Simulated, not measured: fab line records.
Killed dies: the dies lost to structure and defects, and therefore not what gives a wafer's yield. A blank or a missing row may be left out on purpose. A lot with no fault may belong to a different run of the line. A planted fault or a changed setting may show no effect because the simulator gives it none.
Which tool did it? ; flow rit-cmos ; Sampling: 7 lots, 21 wafers, 2 of 202 route steps

== WHAT EACH GAUGE READ, for each wafer ==
RIT_NWELL_TW_MEAS_10.
lot;measured;on;NWELL_TW
L133;day 2 07:02;film-metro-01;2156 2142 2138
L135;day 2 18:51;film-metro-01;2150 2145 2143
L139;day 3 14:38;film-metro-04;2170 2173 2169
L142;day 4 06:15;film-metro-01;2454 2442 2457
L147;day 5 06:37;film-metro-03;2141 2140 2152
L149;day 5 16:06;film-metro-03;2140 2141 2146
L151;day 6 02:55;film-metro-03;2142 2132 2139

== EACH LOT AND THE TOOL THAT RAN IT (in order: tool; ch and the chambers of the sampled wafers; start) ==
lot;RIT_NWELL_IMPLANT_08
L133;implanter-03 ch 0, day 2 06:44
L135;implanter-03 ch 0, day 2 18:31
L139;implanter-01 ch 0, day 3 14:19
L142;implanter-03 ch 0, day 4 05:56
L147;implanter-04 ch 0, day 5 06:20
L149;implanter-01 ch 0, day 5 15:49
L151;implanter-01 ch 0, day 6 02:36
- RIT_NWELL_IMPLANT_08

== THE ANSWER, worked out from the rows above alone ==
Rule: what is usual is taken from the lots themselves. The widest of any qualifying gaps counts: lots, ordered by their means at a reading, are off when they make up no more than a third of the lots, leave a main group of 4 or more, and stand apart from it by 3 or more times the standard deviation of that group's means. Not used: any main group whose means are identical at the precision the tables above print for the reading. Also off: a lot with no number at a reading for which 4 or more lots have one. Any other lot the step has rows for is counted as sound.
Off: L142, seen at RIT_NWELL_TW_MEAS_10 (NWELL_TW). For the main group the mean is 2148 and the standard deviation 11.
A tool fits if, at a process step before that reading, it ran every lot that is off, and no sound lot after the first of them. Gauges at RIT_NWELL_TW_MEAS_10: tried the same way as those tools. Undecided on this evidence; 2 tools fit (implanter-03 at RIT_NWELL_IMPLANT_08, film-metro-01 at RIT_NWELL_TW_MEAS_10).

== WHAT THE SIMULATOR HAD PUT IN ==
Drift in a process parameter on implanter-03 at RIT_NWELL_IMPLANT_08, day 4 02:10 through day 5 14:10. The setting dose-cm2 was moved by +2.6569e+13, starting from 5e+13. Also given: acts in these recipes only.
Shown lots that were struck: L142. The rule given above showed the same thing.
